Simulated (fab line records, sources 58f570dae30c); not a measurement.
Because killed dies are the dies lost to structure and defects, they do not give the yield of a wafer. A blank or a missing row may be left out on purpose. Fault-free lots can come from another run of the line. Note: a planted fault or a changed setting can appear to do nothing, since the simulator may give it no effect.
Code-filled problem report in 8D (eight disciplines) form + flow berkeley_cmos170 + the parts of the form that need people (team, actions taken, sign-off) are left out

1. WHAT IS WRONG
Wafers without a fault read 15.31 s with a standard deviation of 0.15, while strip_time_to_endpoint_s at UCB170_V2_STRIP_15 averages 16.05 s across 2 wafers of 1 lot. Relative to the usual mean, that is a shift of +4.9 standard deviations.
The step: strips in O2.
The first sign was on wafer L932.4 at day 11 11:40, on plasma_asher-02. At this step, 39 wafers from 13 lots have a number in the record. By rule, "out" or "out of limits" means more than 4 standard deviations away from the usual mean. The rest of the wafers with a number are treated as sound.

2. WHAT IT IS AND WHAT IT IS NOT
| question                    | is                       | is not                                                                          |
|-----------------------------|--------------------------|---------------------------------------------------------------------------------|
| which readings at this step | strip_time_to_endpoint_s | drypump_motor_current_A, oes_product_au                                         |
| which lots                  | L932                     | L919, L920, L922, L924, L925, L926, L928, L929, L931, L938, L941, L942          |
| which wafers of those lots  | L932.4, L932.6           | L932.3                                                                          |
| read on which tools         | plasma_asher-02          | plasma_asher-01, plasma_asher-03                                                |
| when                        | from day 11 11:40        | up to then (28 sound wafers); but 9 sound wafers of L938, L941, L942 came after |

3. WHAT RULES OUT EACH SUSPECT
Counting: a tool at a process step up to the reading stays a suspect if it ran every lot that is out. Sound lots after the first of them don't rule it out here, since some wafers of a struck lot are sound.
- rtp_anneal-01 at UCB170_CONTACT_RTA_08 (time 10 s): kept. It processed L932, the lot that is out, at day 10 16:22, and its most recent sound lot before then was L928 at day 10 14:19.
- rie_diel-01 at UCB170_M2_ETCH_17 (etches BARC in N2/H2): kept. It processed L932, the lot that is out, at day 11 08:35, and its most recent sound lot before then was L929 at day 10 20:07.
- rie_diel-04 at UCB170_V2_ETCH_14 (etches SiO2 in CHF3/CF4/Ar, stops on Al, target depth 1250 nm, time 291 s): kept. It processed L932, the lot that is out, at day 11 11:27, and its most recent sound lot before then was L926 at day 9 23:16.
- plasma_asher-02 at UCB170_V2_STRIP_15 (strips in O2): kept. It processed L932, the lot that is out, at day 11 11:40, and its most recent sound lot before then was L931 at day 11 10:44. On those wafers its own readings are out: strip_time_to_endpoint_s.
- The sound lot-mates ran in chamber 2 of rie_diel-04 at UCB170_V2_ETCH_14, but the wafers that are out ran in chamber 0.
- The sound lot-mates ran in chamber 0 of plasma_asher-02 at UCB170_V2_STRIP_15, but the wafers that are out ran in chamber 1.
Left after counting: rtp_anneal-01 at UCB170_CONTACT_RTA_08, rie_diel-01 at UCB170_M2_ETCH_17, rie_diel-04 at UCB170_V2_ETCH_14, plasma_asher-02 at UCB170_V2_STRIP_15.

4. THE CAUSE (what the simulator had put in)
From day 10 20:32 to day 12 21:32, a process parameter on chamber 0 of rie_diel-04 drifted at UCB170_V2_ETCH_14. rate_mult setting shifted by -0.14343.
Of the 4 suspects that counting leaves, this tool is one.

5. THE EFFECT CHAIN, in route order
Rows list readings where the struck wafers' mean (over those with a number) sits beyond 3 standard deviations from the usual. Readings are gone through only where the record gives a usual standard deviation; hours: the median, over the lots, of the time from a lot's start at the first step in this table giving one to that lot's start at this step; sigmas: the change measured in usual standard deviations.
| hours | step               | reading                  | usual   | on struck wafers | change | sigmas |
|-------|--------------------|--------------------------|---------|------------------|--------|--------|
| 0     | UCB170_V2_STRIP_15 | strip_time_to_endpoint_s | 15.31 s | 16.05            | +0.74  | +4.9   |
Process steps it contains:
- UCB170_V2_STRIP_15: strips in O2.
At these later measuring or inspecting steps, every struck wafer for which the step has a row has a number for every such reading, and none has moved that far: UCB170_M3_CD_MEAS_90.

6. HOW IT WOULD HAVE BEEN CAUGHT EARLIER
First out-of-limits reading in this record: day 11 11:40, which is 15 hours after fault onset at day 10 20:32.
Tool readings at UCB170_V2_ETCH_14 with a usual standard deviation given in the record: none out on any struck wafer, hence no alarm at a limit of 4 standard deviations on them.
The start of UCB170_V2_ETCH_14 on rie_diel-04 came by day 11 11:40 for every one of the lots that are out (1). Had the tool been put on hold then, not one of them would have been saved.
